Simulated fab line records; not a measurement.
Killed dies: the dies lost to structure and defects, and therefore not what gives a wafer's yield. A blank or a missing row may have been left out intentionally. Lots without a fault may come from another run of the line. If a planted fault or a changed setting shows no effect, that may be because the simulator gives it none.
Lot-split experiment || flow rit cmos || 5 lots, 23 wafers read, on a route of 202 steps

ON THE SPLIT
At RIT_SDANNEAL_CLEAN_01 (cleans in dHF, time 30 s), the setting time s was moved away from the recipe's 30 s on 10 of the 23 wafers read, by -11.8% to +6.9%. For the rest of the wafers, this setting stayed at what the recipe calls for.

The split's own step is where the reading is taken.

THE READING
SiO2_of_FOX2_OXIDATION_00.thk nm (the simulator's own value, which no gauge read), in nm, at RIT_SDANNEAL_CLEAN_01 (cleans in dHF, time 30 s). The file gives no usual value for it. Average 167.4 nm, standard deviation 7.2 nm, over the 13 wafers here run with the recipe.

{"wafer": "L074.1", "tool, chamber at the split": "-, -", "time s as run, s": 30, "against the recipe": "recipe", "SiO2_of_FOX2_OXIDATION_00.thk nm, nm": 166.2, "against lot-mates on the recipe": "-"}
{"wafer": "L074.2", "tool, chamber at the split": "-, -", "time s as run, s": 30, "against the recipe": "recipe", "SiO2_of_FOX2_OXIDATION_00.thk nm, nm": 165.1, "against lot-mates on the recipe": "-"}
{"wafer": "L074.4", "tool, chamber at the split": "-, -", "time s as run, s": 30, "against the recipe": "recipe", "SiO2_of_FOX2_OXIDATION_00.thk nm, nm": 163.7, "against lot-mates on the recipe": "-"}
{"wafer": "L074.5", "tool, chamber at the split": "-, -", "time s as run, s": 30, "against the recipe": "recipe", "SiO2_of_FOX2_OXIDATION_00.thk nm, nm": 160.6, "against lot-mates on the recipe": "-"}
{"wafer": "L074.6", "tool, chamber at the split": "-, -", "time s as run, s": 30, "against the recipe": "recipe", "SiO2_of_FOX2_OXIDATION_00.thk nm, nm": 168, "against lot-mates on the recipe": "-"}
{"wafer": "L078.1", "tool, chamber at the split": "-, -", "time s as run, s": 32.08, "against the recipe": "+6.9%", "SiO2_of_FOX2_OXIDATION_00.thk nm, nm": 187.6, "against lot-mates on the recipe": "no lot-mate on the recipe"}
{"wafer": "L078.2", "tool, chamber at the split": "-, -", "time s as run, s": 32.08, "against the recipe": "+6.9%", "SiO2_of_FOX2_OXIDATION_00.thk nm, nm": 189.4, "against lot-mates on the recipe": "no lot-mate on the recipe"}
{"wafer": "L078.3", "tool, chamber at the split": "-, -", "time s as run, s": 32.08, "against the recipe": "+6.9%", "SiO2_of_FOX2_OXIDATION_00.thk nm, nm": 185.9, "against lot-mates on the recipe": "no lot-mate on the recipe"}
{"wafer": "L078.4", "tool, chamber at the split": "-, -", "time s as run, s": 32.08, "against the recipe": "+6.9%", "SiO2_of_FOX2_OXIDATION_00.thk nm, nm": 184.4, "against lot-mates on the recipe": "no lot-mate on the recipe"}
{"wafer": "L078.5", "tool, chamber at the split": "-, -", "time s as run, s": 32.08, "against the recipe": "+6.9%", "SiO2_of_FOX2_OXIDATION_00.thk nm, nm": 185.7, "against lot-mates on the recipe": "no lot-mate on the recipe"}
{"wafer": "L081.4", "tool, chamber at the split": "wet bench-04, 1", "time s as run, s": 30, "against the recipe": "recipe", "SiO2_of_FOX2_OXIDATION_00.thk nm, nm": 162.2, "against lot-mates on the recipe": "-"}
{"wafer": "L081.5", "tool, chamber at the split": "wet bench-04, 1", "time s as run, s": 30, "against the recipe": "recipe", "SiO2_of_FOX2_OXIDATION_00.thk nm, nm": 160.7, "against lot-mates on the recipe": "-"}
{"wafer": "L081.6", "tool, chamber at the split": "wet bench-04, 1", "time s as run, s": 30, "against the recipe": "recipe", "SiO2_of_FOX2_OXIDATION_00.thk nm, nm": 154.7, "against lot-mates on the recipe": "-"}
{"wafer": "L082.1", "tool, chamber at the split": "-, -", "time s as run, s": 30, "against the recipe": "recipe", "SiO2_of_FOX2_OXIDATION_00.thk nm, nm": 168.2, "against lot-mates on the recipe": "-"}
{"wafer": "L082.3", "tool, chamber at the split": "-, -", "time s as run, s": 30, "against the recipe": "recipe", "SiO2_of_FOX2_OXIDATION_00.thk nm, nm": 176.5, "against lot-mates on the recipe": "-"}
{"wafer": "L082.4", "tool, chamber at the split": "-, -", "time s as run, s": 30, "against the recipe": "recipe", "SiO2_of_FOX2_OXIDATION_00.thk nm, nm": 180.5, "against lot-mates on the recipe": "-"}
{"wafer": "L082.5", "tool, chamber at the split": "-, -", "time s as run, s": 30, "against the recipe": "recipe", "SiO2_of_FOX2_OXIDATION_00.thk nm, nm": 176.3, "against lot-mates on the recipe": "-"}
{"wafer": "L082.6", "tool, chamber at the split": "-, -", "time s as run, s": 30, "against the recipe": "recipe", "SiO2_of_FOX2_OXIDATION_00.thk nm, nm": 173, "against lot-mates on the recipe": "-"}
{"wafer": "L083.1", "tool, chamber at the split": "-, -", "time s as run, s": 26.46, "against the recipe": "-11.8%", "SiO2_of_FOX2_OXIDATION_00.thk nm, nm": 141.1, "against lot-mates on the recipe": "no lot-mate on the recipe"}
{"wafer": "L083.2", "tool, chamber at the split": "-, -", "time s as run, s": 26.46, "against the recipe": "-11.8%", "SiO2_of_FOX2_OXIDATION_00.thk nm, nm": 139.7, "against lot-mates on the recipe": "no lot-mate on the recipe"}
{"wafer": "L083.3", "tool, chamber at the split": "-, -", "time s as run, s": 26.46, "against the recipe": "-11.8%", "SiO2_of_FOX2_OXIDATION_00.thk nm, nm": 140.4, "against lot-mates on the recipe": "no lot-mate on the recipe"}
{"wafer": "L083.4", "tool, chamber at the split": "-, -", "time s as run, s": 26.46, "against the recipe": "-11.8%", "SiO2_of_FOX2_OXIDATION_00.thk nm, nm": 137.4, "against lot-mates on the recipe": "no lot-mate on the recipe"}
{"wafer": "L083.5", "tool, chamber at the split": "-, -", "time s as run, s": 26.46, "against the recipe": "-11.8%", "SiO2_of_FOX2_OXIDATION_00.thk nm, nm": 136.3, "against lot-mates on the recipe": "no lot-mate on the recipe"}

THE FIT
A straight line over all 23 wafers: SiO2_of_FOX2_OXIDATION_00.thk nm changes by +2.52 nm for each +1% of time s; r = +0.94; the points scatter about the line by 5.8 nm.
Too few moved wafers have a lot-mate on the recipe to fit a line with each lot's own level taken away.

THE FILE'S OWN FIT
SiO2_of_FOX2_OXIDATION_00.thk nm changes by +2.52 nm for each +1% of time s, r = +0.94.
